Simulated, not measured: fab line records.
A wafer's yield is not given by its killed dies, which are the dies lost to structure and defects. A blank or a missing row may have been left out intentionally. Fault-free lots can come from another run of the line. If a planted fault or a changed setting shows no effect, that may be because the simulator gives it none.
Split-lot experiment	flow berkeley-cmos170	27 wafers read across 5 lots, on a route 331 steps long

== ABOUT THE SPLIT ==
At UCB170_V2_ETCH_14 (etches SiO2 in CHF3/CF4/Ar, stops on Al, target depth 1250 nm, time 291 s), the setting time-s was moved away from the recipe's 291 s on 9 of the 27 wafers read, by -54.6% to -16.0%. The other wafers ran this setting at the recipe's value.

== FROM THE SPLIT TO THE READING: what the file shows between them, 1 step ==
- UCB170_V2_STRIP_15: strips in O2

== THE READING ==
Shown in nm: cd-nm at UCB170_V2_CD_MEAS_90, with target cd 700 nm. On this fab line, fault-free wafers typically give 700.2 nm with a standard deviation of 1.4 nm.

wafer	tool, chamber at the split	time-s as run, s	against the recipe	cd-nm, nm	against lot-mates on the recipe
L075.1	rie-diel-04, 3	291	recipe	699.6	-
L075.2	rie-diel-04, 1	291	recipe	699.9	-
L075.3	rie-diel-04, 2	291	recipe	697.8	-
L075.4	rie-diel-04, 0	291	recipe	697.4	-
L075.5	rie-diel-04, 1	291	recipe	697.9	-
L075.6	rie-diel-04, 2	291	recipe	698.6	-
L077.1	rie-diel-04, 2	206.2	-29.1%	696.8	-3.6
L077.2	rie-diel-04, 1	291	recipe	699.8	-
L077.3	rie-diel-04, 0	291	recipe	700.7	-
L077.4	rie-diel-04, 2	291	recipe	700.7	-
L077.5	rie-diel-04, 0	206.2	-29.1%	698.1	-2.3
L077.6	rie-diel-04, 1	206.2	-29.1%	696.6	-3.8
L081.1	rie-diel-01, 1	132.2	-54.6%	691.8	-6.7
L081.2	rie-diel-01, 2	291	recipe	698.1	-
L081.3	rie-diel-01, 0	291	recipe	698.1	-
L081.4	rie-diel-01, 3	132.2	-54.6%	693.0	-5.5
L081.5	rie-diel-01, 3	132.2	-54.6%	693.2	-5.3
L081.6	rie-diel-01, 2	291	recipe	699.3	-
L083.1	rie-diel-02, 0	244.5	-16.0%	698.7	-0.9
L083.2	rie-diel-02, 3	291	recipe	700.1	-
L083.3	rie-diel-02, 1	291	recipe	699.7	-
L083.4	rie-diel-02, 2	244.5	-16.0%	697.3	-2.3
L083.5	rie-diel-02, 1	291	recipe	699.0	-
L083.6	rie-diel-02, 0	244.5	-16.0%	698.1	-1.5
L085.2	rie-diel-02, 1	291	recipe	700.1	-
L085.3	rie-diel-02, 3	291	recipe	700.5	-
L085.4	rie-diel-02, 0	291	recipe	698.8	-

THE FIT
A straight line over all 27 wafers: cd-nm changes by +0.11 nm for each +1% of time-s; r = +0.89; the points scatter about the line by 1.1 nm.
The same after taking each lot's own level away (the mean of its wafers on the recipe; 27 wafers): +0.107 nm for each +1%; r = +0.94; scatter 0.71 nm.
On that fit, the largest move of time-s shifts the reading by 5.9 nm.
The lots' own levels span 698.50 to 700.40 nm, that is 1.4 times the standard deviation above.
Consequently the slope shifts little with the lot-to-lot level, the two slopes agreeing.
Check: -5.57 nm against its lot-mates is what the line predicts for one of the wafers moved furthest among these (-54.6%) when that wafer is left out of the fit. It came out at -6.7 nm against them.
Tool readings at the split's step, against how far the setting was moved: oes-product-au r = -0.94.

== THE OTHER SPLITS THESE WAFERS WENT THROUGH ==
Other splits were also applied to these wafers ahead of the reading. Each is held against what the fit with the lots' levels taken away leaves over:
other split on the same wafers	wafers away from the commonest value	r with cd-nm (lot level and that fit taken away)
UCB170_ZERO_ETCH_06 target-depth-a	9	-0.28
UCB170_GATE_ETCH_15 time-s	9	-0.14
UCB170_CONTACT_ETCH_18 time-s	12	+0.00

== THE WHOLE CHAIN: every reading that the file lists as answering this split, in the file's order ==
step	what it does	reading	change (the file's fit)	r (the file's)
UCB170_V2_ETCH_14	etches SiO2 in CHF3/CF4/Ar, stops on Al, target depth 1250 nm, time 291 s	oes-product-au	-0.00327 a.u. for each +1% of the setting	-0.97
UCB170_V2_ETCH_14	etches SiO2 in CHF3/CF4/Ar, stops on Al, target depth 1250 nm, time 291 s	V2.feature-depth-nm (the simulator's own value, which no gauge read)	+7.01 nm for each +1% of the setting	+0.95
UCB170_V2_ETCH_14	etches SiO2 in CHF3/CF4/Ar, stops on Al, target depth 1250 nm, time 291 s	etch.depth-nm (the simulator's own value, which no gauge read)	+7.01 nm for each +1% of the setting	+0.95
UCB170_V2_ETCH_14	etches SiO2 in CHF3/CF4/Ar, stops on Al, target depth 1250 nm, time 291 s	KrF_of_V2_COAT_07.thk-nm (the simulator's own value, which no gauge read)	-2.76 nm for each +1% of the setting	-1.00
UCB170_V2_STRIP_15	strips in O2	strip-time-to-endpoint-s	withheld for each +1% of the setting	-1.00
UCB170_V2_CD_MEAS_90	target cd 700 nm	cd-nm	+0.107 nm for each +1% of the setting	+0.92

== FILE'S OWN FIT ==
cd-nm changes by +0.107 nm for each +1% of time-s, r = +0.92.
